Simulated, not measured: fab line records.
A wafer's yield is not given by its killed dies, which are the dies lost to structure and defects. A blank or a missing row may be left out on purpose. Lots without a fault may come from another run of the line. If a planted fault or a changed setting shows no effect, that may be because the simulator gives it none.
Which tool was responsible?    flow rit cmos    7 lots with 21 wafers sampled at 2 steps, on a route of 202 steps

## WHAT THE GAUGES SHOWED, per wafer
RIT_REOX_THK_MEAS_04.
lot   measured     on             REOX_OXIDE_THK (nm)
L936  day 2 22:07  film metro-04  24.9 25.2 25.5
L938  day 3 07:55  film metro-02  25.8 25.0 25.7
L940  day 3 16:52  film metro-02  25.4 25.5 25.5
L942  day 4 03:11  film metro-04  24.9 25.2 25.0
L944  day 4 13:12  film metro-04  25.6 25.1 25.0
L946  day 4 22:37  film metro-02  25.7 26.1 25.9
L954  day 6 15:05  film metro-02  23.4 23.7 23.7

## WHAT TOOL EACH LOT RAN ON (gives the tool, then ch and the chambers of the sampled wafers, and finally the start)
lot   RIT_REOX_OXIDATION_03
L936  furnace-02 ch 0, day 2 19:34
L938  furnace-02 ch 0, day 3 05:22
L940  furnace-03 ch 0, day 3 14:18
L942  furnace-03 ch 0, day 4 00:38
L944  furnace-02 ch 0, day 4 10:38
L946  furnace-01 ch 0, day 4 20:04
L954  furnace-02 ch 0, day 6 12:32
- RIT_REOX_OXIDATION_03: target thk 25.2 nm, ox time 5580 s.

## THE ANSWER, worked out from the rows above alone
Rule: the usual values come from the lots themselves. Put in order of their means at a reading, lots are off if they are a third of the lots or fewer, leave a main group of 4 or more, and stand apart from it by a gap of 3 or more times the standard deviation of the main group's means; of several such gaps the widest counts. A main group whose means are all the same, to the digits that the tables above print for the reading, isn't used. A lot without any number at a reading at which 4 lots or more have one is off too. Where the step has rows for the other lots, those lots are counted as sound.
Off: at RIT_REOX_THK_MEAS_04 (REOX_OXIDE_THK), L954. For the main group the mean is 25.4 nm and the standard deviation 0.28.
If a tool, at a process step before that reading, ran all the lots that are off and no sound lot after the first of them, it fits. Those tools and the gauges at RIT_REOX_THK_MEAS_04 are tried in the same way. 2 tools fit, furnace-02 at RIT_REOX_OXIDATION_03 and film metro-02 at RIT_REOX_THK_MEAS_04, so this cannot tell which one it is.

## WHAT WAS PUT IN BY THE SIMULATOR
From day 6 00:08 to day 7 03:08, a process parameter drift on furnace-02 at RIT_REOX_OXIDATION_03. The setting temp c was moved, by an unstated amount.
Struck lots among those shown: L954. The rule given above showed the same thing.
